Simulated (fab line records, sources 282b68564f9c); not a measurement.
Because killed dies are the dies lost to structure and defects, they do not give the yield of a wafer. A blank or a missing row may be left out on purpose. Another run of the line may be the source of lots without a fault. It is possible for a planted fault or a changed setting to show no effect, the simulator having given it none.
Split-lot experiment	flow rit cmos	27 wafers read across 5 lots, on a route 202 steps long

THE SPLIT ITSELF
At RIT_REOX_OXIDATION_03 (target thk 25.2 nm, ox time 5580 s), the setting ox time s was moved away from the recipe's 5580 s on 24 of the 27 wafers read, by -45.0% to +15.8%. This setting was run at the recipe's value on the other wafers.

Between the split and the reading, the file records no step.

THE READING
REOX_OXIDE_THK, in nm, at RIT_REOX_THK_MEAS_04. A value of 25.5 nm with a standard deviation of 0.35 nm is what fault-free wafers of this fab line usually give.

wafer	tool, chamber at the split	ox time s as run, s	against the recipe	REOX_OXIDE_THK, nm	against lot-mates on the recipe
L075.2	furnace-04, 0	5580	recipe	25.0	-
L075.4	furnace-04, 0	5580	recipe	24.8	-
L075.6	furnace-04, 0	5580	recipe	25.4	-
L078.1	-, -	3067	-45.0%	17.1	no lot-mate on the recipe
L078.2	-, -	3067	-45.0%	17.2	no lot-mate on the recipe
L078.3	-, -	3067	-45.0%	17.3	no lot-mate on the recipe
L078.4	-, -	3067	-45.0%	17.3	no lot-mate on the recipe
L078.5	-, -	3067	-45.0%	17.0	no lot-mate on the recipe
L078.6	-, -	3067	-45.0%	16.9	no lot-mate on the recipe
L079.1	-, -	3678	-34.1%	19.5	no lot-mate on the recipe
L079.2	-, -	3678	-34.1%	19.4	no lot-mate on the recipe
L079.3	-, -	3678	-34.1%	19.3	no lot-mate on the recipe
L079.4	-, -	3678	-34.1%	19.5	no lot-mate on the recipe
L079.5	-, -	3678	-34.1%	19.6	no lot-mate on the recipe
L079.6	-, -	3678	-34.1%	19.6	no lot-mate on the recipe
L084.1	-, -	4227	-24.2%	21.0	no lot-mate on the recipe
L084.2	-, -	4227	-24.2%	21.0	no lot-mate on the recipe
L084.3	-, -	4227	-24.2%	21.0	no lot-mate on the recipe
L084.4	-, -	4227	-24.2%	21.3	no lot-mate on the recipe
L084.5	-, -	4227	-24.2%	21.4	no lot-mate on the recipe
L084.6	-, -	4227	-24.2%	20.9	no lot-mate on the recipe
L085.1	-, -	6461	+15.8%	28.4	no lot-mate on the recipe
L085.2	-, -	6461	+15.8%	29.2	no lot-mate on the recipe
L085.3	-, -	6461	+15.8%	28.6	no lot-mate on the recipe
L085.4	-, -	6461	+15.8%	28.0	no lot-mate on the recipe
L085.5	-, -	6461	+15.8%	28.4	no lot-mate on the recipe
L085.6	-, -	6461	+15.8%	28.4	no lot-mate on the recipe

THE FIT
A straight line over all 27 wafers: REOX_OXIDE_THK changes by +0.183 nm for each +1% of ox time s; r = +1.00; the points scatter about the line by 0.31 nm.
Too few moved wafers with a lot-mate on the recipe to fit a line net of each lot's own level.

THE WHOLE CHAIN: every reading that the file lists as answering this split, in the file's order
step	what it does	reading	change (the file's fit)	r (the file's)
RIT_REOX_OXIDATION_03	target thk 25.2 nm, ox time 5580 s	SiO2_of_REOX_OXIDATION_03.thk nm (the simulator's own value, which no gauge read)	+0.183 nm for each +1% of the setting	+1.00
RIT_REOX_THK_MEAS_04		REOX_OXIDE_THK	+0.183 for each +1% of the setting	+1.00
RIT_SPACER_CLEAN_00	cleans in SC1, time 600 s	SiO2_of_REOX_OXIDATION_03.thk nm (the simulator's own value, which no gauge read)	+0.169 nm for each +1% of the setting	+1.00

THE FILE'S OWN FIT
REOX_OXIDE_THK changes by +0.183 nm for each +1% of ox time s, r = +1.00.
